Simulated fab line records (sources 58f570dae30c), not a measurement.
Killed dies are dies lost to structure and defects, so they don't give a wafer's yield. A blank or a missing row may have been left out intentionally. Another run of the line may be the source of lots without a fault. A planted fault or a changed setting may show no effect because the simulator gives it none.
What tool caused it? -- flow berkeley-cmos170 -- 39 wafers from 15 lots sampled at 4 of the route's 331 steps

## WHAT THE GAUGES READ, wafer by wafer
UCB170_V1_OVL_MEAS_13. Usual: V1_OVL gives 0 nm (standard deviation 4.3).
lot,measured,on,V1_OVL (nm),flag
L336,day 7 05:04,overlay-02,0 8 3,
L339,day 7 15:55,overlay-01,-8 -4 -5,
L338,day 7 16:55,overlay-01,-1 -5 0,
L337,day 7 17:22,overlay-02,-1 -5 1,
L340,day 8 07:16,overlay-02,6 -3 0,
L341,day 8 07:55,overlay-01,6 3 -1,
L342,day 8 18:51,overlay-01,-4 -9 -3,
L345,day 9 13:41,overlay-02,2,
L347,day 9 14:12,overlay-01,6,
L349,day 10 03:08,overlay-01,2,
L352,day 10 18:46,overlay-02,-4 -13 -1,
L350,day 10 19:14,overlay-01,-2 -1 1,
L353,day 10 20:43,overlay-01,6 -4 7,
L355,day 11 20:32,overlay-01,4 2 1,
L358,day 12 15:06,overlay-02,2 3 1,

UCB170_M2_THK_MEAS_03: measures by xrf. Usual: M2_AL_THK gives 921 nm (standard deviation 14).
lot,measured,on,M2_AL_THK (nm),flag
L336,day 7 05:46,film-metro-04,919 915 924,
L339,day 7 16:37,film-metro-04,899 914 916,
L338,day 7 17:38,film-metro-03,911 915 917,
L337,day 7 18:05,film-metro-04,897 896 901,
L340,day 8 07:58,film-metro-04,911 895 912,
L341,day 8 08:38,film-metro-03,944 938 950,
L342,day 8 19:34,film-metro-04,912 899 906,
L345,day 9 14:25,film-metro-03,932,
L347,day 9 14:55,film-metro-02,916,
L349,day 10 03:52,film-metro-03,943,
L352,day 10 19:29,film-metro-02,897 904 902,
L350,day 10 19:56,film-metro-04,913 928 938,
L353,day 10 21:26,film-metro-03,934 936 939,
L355,day 11 21:14,film-metro-02,918 925 921,
L358,day 12 15:49,film-metro-04,926 906 915,

UCB170_M3_CD_MEAS_15 targets a cd of 700 nm. Usual: 700.3 nm for cd-nm, sd 1.1.
lot,measured,on,cd-nm (nm),flag
L336,day 7 14:00,cd-sem-01,700.4 700.2 700.4,
L339,day 8 00:13,cd-sem-01,701.8 700.3 701.0,
L338,day 8 01:19,cd-sem-01,699.1 699.4 698.4,
L337,day 8 01:49,cd-sem-01,698.9 699.2 699.1,
L340,day 8 15:50,cd-sem-02,701.4 700.4 701.6,
L341,day 8 16:10,cd-sem-01,699.4 701.1 699.1,
L342,day 9 02:47,cd-sem-02,698.6 699.4 698.1,
L345,day 9 21:47,cd-sem-01,701.1,
L347,day 9 22:48,cd-sem-01,700.4,
L349,day 10 12:01,cd-sem-01,700.5,
L352,day 11 02:50,cd-sem-01,698.9 698.8 698.6,
L350,day 11 03:25,cd-sem-02,701.0 700.3 699.1,
L353,day 11 04:18,cd-sem-01,700.7 701.6 701.9,
L355,day 12 05:38,cd-sem-01,699.7 700.2 699.5,
L358,day 12 23:18,cd-sem-02,700.5 700.6 699.3,

## WHICH TOOL RAN EACH LOT (tool, then ch and the chambers of the sampled wafers, then the start)
lot,UCB170_M2_STRIP_19
L336,"plasma-asher-01 ch 0,1, day 7 07:55"
L339,"plasma-asher-04 ch 0,1, day 7 19:19"
L338,"plasma-asher-01 ch 0,1, day 7 20:08"
L337,"plasma-asher-03 ch 0,1, day 7 20:26"
L340,"plasma-asher-03 ch 0,1, day 8 10:41"
L341,"plasma-asher-03 ch 0,1, day 8 10:58"
L342,"plasma-asher-04 ch 0,1, day 8 22:17"
L345,"plasma-asher-04 ch 1, day 9 17:01"
L347,"plasma-asher-04 ch 1, day 9 17:56"
L349,"plasma-asher-04 ch 1, day 10 06:55"
L352,"plasma-asher-03 ch 0,1, day 10 21:56"
L350,"plasma-asher-03 ch 0, day 10 22:29"
L353,"plasma-asher-01 ch 0,1, day 10 23:40"
L355,"plasma-asher-03 ch 0,1, day 12 00:40"
L358,"plasma-asher-03 ch 0,1, day 12 18:08"
- UCB170_M2_STRIP_19: strips in O2.

## WHAT THE TOOLS THEMSELVES READ (means of the sampled wafers that have a number; where no wafer has one, the mark that the record gives instead)
UCB170_M2_STRIP_19. Usual: drypump-motor-current-A 5.8 A, standard deviation 0.38; oes-product-au 0.541 a.u., standard deviation 0.011.
lot,tool,drypump-motor-current-A (A),oes-product-au (a.u.),flag
L336,plasma-asher-01,5.2,0.523,
L339,plasma-asher-04,5.8,0.540,
L338,plasma-asher-01,5.2,0.541,
L337,plasma-asher-03,6.0,0.530,
L340,plasma-asher-03,6.2,0.549,
L341,plasma-asher-03,6.1,0.535,
L342,plasma-asher-04,5.8,0.549,
L345,plasma-asher-04,5.9,0.552,
L347,plasma-asher-04,5.9,0.561,
L349,plasma-asher-04,5.9,0.558,
L352,plasma-asher-03,6.0,0.531,
L350,plasma-asher-03,6.3,0.538,
L353,plasma-asher-01,5.4,0.527,
L355,plasma-asher-03,6.2,0.531,
L358,plasma-asher-03,6.2,0.546,

## THE ANSWER, worked out from the rows above alone
Rule: take the mean of a lot's wafers that have a number; if it is more than 3 standard deviations from the usual mean, the lot is off. Also off: a lot with no number at a reading for which 4 or more lots have one. Any other lot the step has rows for is counted as sound. Order of review: gauges by route order, followed by the tools' own readings, for which a lot's mean as printed above is used. The first step at which some lot is off is used, and at that step the reading that is off furthest; a lot without a number counts as furthest.
Across all readings shown, no lot is off: no conclusion can be drawn from this.

## WHAT HAD BEEN PUT IN BY THE SIMULATOR
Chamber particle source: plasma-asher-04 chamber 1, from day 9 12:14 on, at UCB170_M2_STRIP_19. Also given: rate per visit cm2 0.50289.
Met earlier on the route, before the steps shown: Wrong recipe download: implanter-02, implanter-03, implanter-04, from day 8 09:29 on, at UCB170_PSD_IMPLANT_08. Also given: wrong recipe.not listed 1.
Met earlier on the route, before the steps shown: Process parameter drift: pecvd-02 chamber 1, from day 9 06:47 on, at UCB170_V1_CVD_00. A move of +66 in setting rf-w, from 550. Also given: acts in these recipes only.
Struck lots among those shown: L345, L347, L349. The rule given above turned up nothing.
